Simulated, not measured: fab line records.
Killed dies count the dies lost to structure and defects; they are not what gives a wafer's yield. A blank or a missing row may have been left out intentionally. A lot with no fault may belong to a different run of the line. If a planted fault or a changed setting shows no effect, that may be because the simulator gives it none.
A struck lot beside a sound one	flow berkeley_cmos170	15 steps out of a route of 331
Sound: wafers L133.2, L133.3, L133.5. Struck: wafers L144.1, L144.2, L144.5. At the end, the cause is stated.
Per side, at each step with rows, come the tool, then ch with its chambers, and then its first start. Under that, the readings that differ: sound wafers	struck wafers	difference of the means	sigmas: that difference in standard deviations of wafers without a fault.
alike: words and numbers the same on both sides, and readings whose means are apart by under 2 such deviations; not compared: readings that were withheld, readings missing a value for some wafer, numbers with overlapping values and no deviation given by the record, and bounds like >300 which may hide the same value.
The two part at a step that has a row with sigmas, a row that says differs or no value, or rows on one side only. Numbers that don't overlap but have no deviation are shown without sigmas and don't part them. A reading that every wafer of one side lacks parts them only if that side has two wafers or more.

first, 3 steps without rows for these wafers: UCB170_PWELL_EXPOSE_10 (exposes mask PWELL, target cd 3000 nm); UCB170_PWELL_PEB_11; UCB170_PWELL_DEVELOP_12 (develop time 45 s).
UCB170_PWELL_OVL_MEAS_13:
  struck on overlay-01, day 7 17:11; sound on overlay-02, day 5 22:01
  alike: PWELL_OVL
UCB170_PWELL_ETCH_14: etches Si3N4 in CH3F/Ar/O2, stops on SiO2, target depth 242 nm, time 151 s.
  sound on rie_diel-01 ch 0,2,3, day 5 22:03; struck on rie_diel-02 ch 1,3, day 7 17:13
  alike: O2_flow_sccm, drypump_motor_current_A, oes_product_au, throttle_valve_pct
  not compared: rf_hours_counter_h
after that, 1 step had no rows for these wafers: UCB170_PWELL_IMPLANT_15.
UCB170_PWELL_STRIP_16: strips in O2.
  sound on plasma_asher-01 ch 0,1, day 5 22:18; struck on plasma_asher-01 ch 0,1, day 7 17:28
  alike: drypump_motor_current_A, oes_product_au, strip_time_to_endpoint_s
  not compared: rf_hours_counter_h
UCB170_PWELL_TW_MEAS_17:
  struck on film_metro-01, day 7 17:34; sound on film_metro-03, day 5 22:25
  alike: PWELL_TW
then, 4 steps without rows for these wafers: UCB170_PWELL_CLEAN_18 (cleans in SPM, time 600 s); UCB170_PWELL_WET_ETCH_19 (etches Si3N4 in H3PO4, time 14400 s); UCB170_PWELL_WET_ETCH_20 (etches SiO2 in BOE, time 22 s); UCB170_WELLDRIVE_CLEAN_00 (cleans in SPM, time 600 s).
UCB170_WELLDRIVE_OXIDATION_01: target thk 199 nm, ox time 9000 s.
  sound on furnace-04 ch 0, day 6 05:14; struck on furnace-04 ch 0, day 8 03:40
reading	sound	struck	difference	sigmas
spike_tc_centre_C (C)	1103.2 1103.6 1101.8	1007.0 1005.9 1005.4	-96.8	-74
spike_tc_load_C (C)	1128.6 1129.2 1130.0	1032.4 1029.5 1032.1	-97.9	-34
spike_tc_source_C (C)	1129.7 1131.7 1131.4	1033.2 1033.2 1034.4	-97.3	-49
tube_center_temp_C (C)	1099.8 1100 1100	1003.4 1003.4 1003.4	-96.5	-99 or more
tube_center_temp_C_max	1102.2 1103.0 1102.6	1005.5 1006.5 1005.9	-96.6	-99 or more
zone_power_load_pct (%)	45.7 46.3 45.6	36.4 36.0 36.0	-9.7	-5
zone_power_source_pct (%)	44.1 44.1 44.2	34.7 34.6 35.1	-9.3	-4
model.SiO2_of_WELLDRIVE_OXIDATION_01.thk_nm (nm)	195.7 196.3 196.5	99.24 93.11 93.22	-100.98	
UCB170_WELLDRIVE_THK_MEAS_02:
  struck on film_metro-03, day 8 07:24; sound on film_metro-01, day 6 08:45
reading	sound	struck	difference	sigmas
WELLDRIVE_OXIDE_THK (nm)	196 196 196	99 93 93	-101	-34
  not compared: hold
-- the record jumps here: 5 days lie between the struck wafers' starts before and after (it left off in module WELLDRIVE and takes up again in module M3, whose first step shown is number 331 of the route) --
UCB170_M3_PROBE_99:
  the record has rows for the struck wafers here (prober-01, day 13 12:54) and none for the sound ones

## WHERE THEY PART
Last at UCB170_M3_PROBE_99 as far as this record goes, first at UCB170_WELLDRIVE_OXIDATION_01.

WHY: what the simulator had put in
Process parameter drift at UCB170_WELLDRIVE_OXIDATION_01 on furnace-04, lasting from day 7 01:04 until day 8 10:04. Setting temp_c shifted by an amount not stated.
